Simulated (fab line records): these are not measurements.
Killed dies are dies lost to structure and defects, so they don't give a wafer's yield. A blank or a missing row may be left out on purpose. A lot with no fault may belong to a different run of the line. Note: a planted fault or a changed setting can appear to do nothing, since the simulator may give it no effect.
Code-filled problem report in 8D (eight disciplines) form    flow ritCmos    the parts of the form that need people (team, actions taken, sign-off) are left out

## 1. THE ISSUE
M1_AL_RS at RIT_M1_RS_MEAS_01 reads a mean of 0.1704 ohm/sq on 1 wafer of 1 lot; wafers without a fault read 0.0734 ohm/sq with a standard deviation of 0.00096. That is +99 or more standard deviations from the usual mean.
The step: measures by four-point-probe.
First observed at day 5 08:44: wafer L873.1, on filmMetro-01. The record has a number at this step for 37 wafers belonging to 13 lots. The rule behind "out" and "out of limits": a value lying over 4 standard deviations away from the usual mean. All remaining wafers that have a number are taken as sound.

## 2. WHAT IT IS, AND WHAT IT ISN'T
question                     is                      is not
which readings at this step  M1_AL_RS                -
which lots                   L873                    L863, L865, L866, L867, L868, L869, L870, L874, L880, L882, L884, L886
which wafers of those lots   all that have a number  -
read on which gauges         filmMetro-01            filmMetro-03, filmMetro-04
when                         from day 5 08:44        up to then (21 sound wafers); but 15 sound wafers of L874, L880, L882, L884, L886 came after

## 3. WHAT RULES OUT EACH SUSPECT
Counting: any tool at a process step up to the reading is kept as a suspect provided that every lot that is out went through it and no sound lot did after the first of them.
- the gauge at RIT_M1_RS_MEAS_01: ruled out. All the wafers that are out were read on filmMetro-01, but those of them that RIT_M1_SPUTTER_00 has rows for are out there too, on other tools.
- pvdSputter-02 at RIT_M1_SPUTTER_00 (material Al, target thk 400 nm, time 500 s): kept. It ran the lot that is out, L873 (day 5 08:27), and no sound lot after that; its last sound lot up to then is L870 (day 4 15:00). Its own readings are out on those wafers: cathodeDcPowerW.
Remaining after the count: pvdSputter-02 at RIT_M1_SPUTTER_00.

## 4. THE CAUSE (what the simulator had put in)
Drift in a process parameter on pvdSputter-02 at RIT_M1_SPUTTER_00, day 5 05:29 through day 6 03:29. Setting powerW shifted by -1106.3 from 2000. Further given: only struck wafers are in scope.
This tool alone remained once counting was done.

## 5. SEQUENCE OF EFFECTS, ordered by route
One row per reading whose mean, taken over the struck wafers that have a number, lies over 3 standard deviations from the usual. Only readings for which the record gives a usual standard deviation are gone through. hours: the time from each lot's start at the first step in this table that gives one to its start at this step, as a median over the lots. sigmas: the change in usual standard deviations.
hours  step                  reading          usual          on struck wafers  change   sigmas
0      RIT_M1_SPUTTER_00     cathodeDcPowerW  2000.0 W       893.4             -1106.6  -99 or more
0      RIT_M1_RS_MEAS_01     M1_AL_RS         0.0734 ohm/sq  0.1704            +0.0970  +99 or more
6      RIT_M1_THK_MEAS_02    M1_AL_THK        400 nm         179               -221     -40
11     RIT_M1_METAL_ETCH_12  oesProductAu     0.776 a.u.     0.526             -0.250   -30
Here are the process steps it includes:
- RIT_M1_SPUTTER_00: material Al, target thk 400 nm, time 500 s.
- RIT_M1_METAL_ETCH_12: etches Al in Cl2/BCl3, stops on SiO2, time 165 s, target depth 600 nm.

## 6. HOW IT WOULD HAVE BEEN CAUGHT EARLIER
3 hours passed between the start of the fault at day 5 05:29 and the first reading out of limits at a measuring or inspecting step in this record, taken at day 5 08:44.
Tool's own readings at RIT_M1_SPUTTER_00, cathodeDcPowerW: out on all struck wafers the step has rows for; an alarm limit on them would have tripped on the first.
All the lots that are out (1) had begun RIT_M1_SPUTTER_00 on pvdSputter-02 by day 5 08:44. Had the tool been put on hold then, not one of them would have been saved.
